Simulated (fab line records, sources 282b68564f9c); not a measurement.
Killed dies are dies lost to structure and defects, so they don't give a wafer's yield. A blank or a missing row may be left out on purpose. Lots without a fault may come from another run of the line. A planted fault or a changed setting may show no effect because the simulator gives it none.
Which tool did it? | flow rit_cmos | 13 lots, 39 wafers sampled, at 2 steps of a route of 202

WHAT THE GAUGES READ, wafer by wafer
RIT_CONTACT_THK_MEAS_01.
lot  | measured    | on            | CONTACT_TEOS_THK (nm)
L879 | day 3 14:56 | film_metro-04 | 404 415 415
L880 | day 3 17:21 | film_metro-04 | 404 403 410
L881 | day 4 01:32 | film_metro-04 | 405 406 409
L882 | day 4 05:38 | film_metro-02 | 406 413 406
L883 | day 4 14:53 | film_metro-04 | 406 407 411
L884 | day 4 16:01 | film_metro-04 | 406 407 419
L885 | day 4 21:04 | film_metro-04 | 403 409 411
L886 | day 5 00:20 | film_metro-03 | 406 414 406
L888 | day 5 11:22 | film_metro-04 | 406 401 412
L890 | day 6 00:37 | film_metro-04 | 413 410 417
L894 | day 6 17:54 | film_metro-04 | 404 331 331
L895 | day 7 02:10 | film_metro-04 | 405 413 417
L900 | day 8 04:40 | film_metro-04 | 407 417 418

WHICH TOOL RAN EACH LOT (tool, then ch and the chambers of the sampled wafers, then the start)
lot  | RIT_CONTACT_CVD_00
L879 | pecvd-04 ch 0,1,2, day 3 14:53
L880 | pecvd-03 ch 0,1, day 3 17:17
L881 | pecvd-02 ch 0,1,2, day 4 01:29
L882 | pecvd-04 ch 0,1,2, day 4 05:35
L883 | pecvd-03 ch 0,1, day 4 14:50
L884 | pecvd-02 ch 0,1, day 4 15:58
L885 | pecvd-04 ch 0,1,2, day 4 21:01
L886 | pecvd-03 ch 1,2, day 5 00:16
L888 | pecvd-04 ch 0,1,2, day 5 11:19
L890 | pecvd-02 ch 0,1,2, day 6 00:34
L894 | pecvd-04 ch 0,2, day 6 17:51
L895 | pecvd-03 ch 0,2, day 7 02:06
L900 | pecvd-02 ch 0,2, day 8 04:37
- RIT_CONTACT_CVD_00: deposits SiO2 from TEOS, target thk 400 nm, time 62.48 s.

WHAT THE TOOLS THEMSELVES READ (means of the sampled wafers that have a number; where no wafer has one, the mark that the record gives instead)
RIT_CONTACT_CVD_00.
lot  | tool     | heater_power_w (W)
L879 | pecvd-04 | 396
L880 | pecvd-03 | 305
L881 | pecvd-02 | 319
L882 | pecvd-04 | 367
L883 | pecvd-03 | 285
L884 | pecvd-02 | 293
L885 | pecvd-04 | 419
L886 | pecvd-03 | 344
L888 | pecvd-04 | 383
L890 | pecvd-02 | 313
L894 | pecvd-04 | 419
L895 | pecvd-03 | 284
L900 | pecvd-02 | 316

THE ANSWER, worked out from the rows above alone
Rule: what is usual is taken from the lots themselves. Put in order of their means at a reading, lots are off if they are a third of the lots or fewer, leave a main group of 4 or more, and stand apart from it by a gap of 3 or more times the standard deviation of the main group's means; of several such gaps the widest counts. A main group whose means are all the same, to the digits that the tables above print for the reading, isn't used. A lot without any number at a reading at which 4 lots or more have one is off too. The other lots that the step has rows for count as sound. The gauges are gone through in route order, then the tools' own readings, and for those a lot's mean is taken as printed above. The first step at which some lot is off is used, and at that step the reading that is off furthest; a lot without a number counts as furthest.
Off: L894, at RIT_CONTACT_THK_MEAS_01 (CONTACT_TEOS_THK). The main group: mean 409 nm, standard deviation 2.7.
A tool fits if, at a process step before that reading, it ran every lot that is off, and no sound lot after the first of them. The gauges at RIT_CONTACT_THK_MEAS_01 are tried like those tools. One fits: pecvd-04 at RIT_CONTACT_CVD_00. Its last sound lot is L888 (day 5 11:19), its first lot that is off L894 (day 6 17:51): a fault that began between those two fits.

WHAT THE SIMULATOR HAD PUT IN
Process parameter drift: pecvd-04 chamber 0, from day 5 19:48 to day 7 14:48, at RIT_CONTACT_CVD_00. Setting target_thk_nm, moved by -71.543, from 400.
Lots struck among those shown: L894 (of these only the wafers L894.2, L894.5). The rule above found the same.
